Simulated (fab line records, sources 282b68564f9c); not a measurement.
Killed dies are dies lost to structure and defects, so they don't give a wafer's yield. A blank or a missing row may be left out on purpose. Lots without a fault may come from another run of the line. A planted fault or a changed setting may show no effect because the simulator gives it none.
Split-lot experiment | flow rit_cmos | 5 lots, 23 wafers read, on a route of 202 steps

THE SPLIT
At RIT_GATE_EXPOSE_13 (exposes mask M6, target cd 150 nm), the setting dose_mj was moved away from the recipe's 380 on 4 of the 23 wafers read, by -7.2% to -5.7%. The other wafers ran this setting at the recipe's value.

FROM THE SPLIT TO THE READING: what the file shows between them, 6 steps
- RIT_GATE_PEB_14
- RIT_GATE_DEVELOP_15: develop time 50 s
- RIT_GATE_CD_MEAS_16: target cd 150 nm
- RIT_GATE_HARDBAKE_18: time 60 s
- RIT_GATE_ETCH_19: etches poly-Si in SF6/CHF3/O2, stops on SiO2, time 165 s, target depth 312.5 nm
- RIT_GATE_STRIP_20: strips in O2, time 180 s

THE READING
cd_nm, in nm, at RIT_GATE_CD_MEAS_90 (target cd 150 nm). Fault-free wafers of this fab line usually give 149.4 nm, standard deviation 2 nm.

wafer  | tool, chamber at the split | dose_mj as run | against the recipe | cd_nm, nm | against lot-mates on the recipe
L076.1 | iline_stepper-01, 0        | 380            | recipe             | 145.7     | -
L076.4 | iline_stepper-01, 0        | 380            | recipe             | 145.2     | -
L076.5 | iline_stepper-01, 0        | 380            | recipe             | 146.7     | -
L079.2 | iline_stepper-01, 0        | 380            | recipe             | 151.5     | -
L079.3 | iline_stepper-01, 0        | 380            | recipe             | 152.3     | -
L079.4 | iline_stepper-01, 0        | 380            | recipe             | 152.3     | -
L079.5 | iline_stepper-01, 0        | 380            | recipe             | 152.4     | -
L079.6 | iline_stepper-01, 0        | 380            | recipe             | 151.7     | -
L081.1 | iline_stepper-01, 0        | 352.6          | -7.2%              | 190.3     | +38.4
L081.3 | iline_stepper-01, 0        | 380            | recipe             | 152.9     | -
L081.4 | iline_stepper-01, 0        | 380            | recipe             | 152.6     | -
L081.5 | iline_stepper-01, 0        | 352.6          | -7.2%              | 189.9     | +38.0
L081.6 | iline_stepper-01, 0        | 380            | recipe             | 150.3     | -
L082.1 | iline_stepper-01, 0        | 380            | recipe             | 148.5     | -
L082.3 | iline_stepper-01, 0        | 380            | recipe             | 150.7     | -
L082.4 | iline_stepper-01, 0        | 380            | recipe             | 148.8     | -
L082.5 | iline_stepper-01, 0        | 380            | recipe             | 149.8     | -
L082.6 | iline_stepper-01, 0        | 380            | recipe             | 148.1     | -
L084.1 | iline_stepper-01, 0        | 358.3          | -5.7%              | 179.2     | +31.8
L084.3 | iline_stepper-01, 0        | 380            | recipe             | 148.2     | -
L084.4 | iline_stepper-01, 0        | 380            | recipe             | 148.2     | -
L084.5 | iline_stepper-01, 0        | 358.3          | -5.7%              | 177.8     | +30.4
L084.6 | iline_stepper-01, 0        | 380            | recipe             | 145.8     | -

THE FIT
A straight line over all 23 wafers: cd_nm changes by -5.41 nm for each +1% of dose_mj; r = -0.98; the points scatter about the line by 2.5 nm.
The same after taking each lot's own level away (the mean of its wafers on the recipe; 23 wafers): -5.35 nm for each +1%; r = -1.00; scatter 0.88 nm.
On that fit, the largest move of dose_mj shifts the reading by 39 nm.
The lots' own levels span 145.87 to 152.04 nm, that is 3.1 times the standard deviation above.
So the lot-to-lot level changes the slope little: the two slopes agree.
Check: with one of the wafers moved furthest among these (-7.2%) left out of the fit, the line predicts +38.7 nm for it against its lot-mates. It came out at +38.4 nm against them.

THE WHOLE CHAIN: every reading that the file lists as answering this split, in the file's order
step                | what it does                                                                    | reading                                                                        | change (the file's fit)              | r (the file's)
RIT_GATE_CD_MEAS_16 | target cd 150 nm                                                                | cd_nm                                                                          | -5.38 nm for each +1% of the setting | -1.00
RIT_GATE_ETCH_19    | etches poly-Si in SF6/CHF3/O2, stops on SiO2, time 165 s, target depth 312.5 nm | GATE.cd_nm (the simulator's own value, which no gauge read)                    | -5.35 nm for each +1% of the setting | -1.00
RIT_GATE_CD_MEAS_90 | target cd 150 nm                                                                | cd_nm                                                                          | -5.35 nm for each +1% of the setting | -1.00
RIT_M1_PROBE_99     |                                                                                 | etest.pmos_turned.r_on_ohm_um (the simulator's own value, which no gauge read) | -115 for each +1% of the setting     | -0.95
RIT_M1_PROBE_99     |                                                                                 | etest.pmos_0p15.r_on_ohm_um (the simulator's own value, which no gauge read)   | -118 for each +1% of the setting     | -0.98
RIT_M1_PROBE_99     |                                                                                 | etest.nmos_0p15.r_on_ohm_um (the simulator's own value, which no gauge read)   | -36 for each +1% of the setting      | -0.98
RIT_M1_PROBE_99     |                                                                                 | etest.nmos_0p15.drive_ua_um (the simulator's own value, which no gauge read)   | +15.5 for each +1% of the setting    | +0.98

THE FILE'S OWN FIT
cd_nm changes by -5.35 nm for each +1% of dose_mj, r = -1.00.
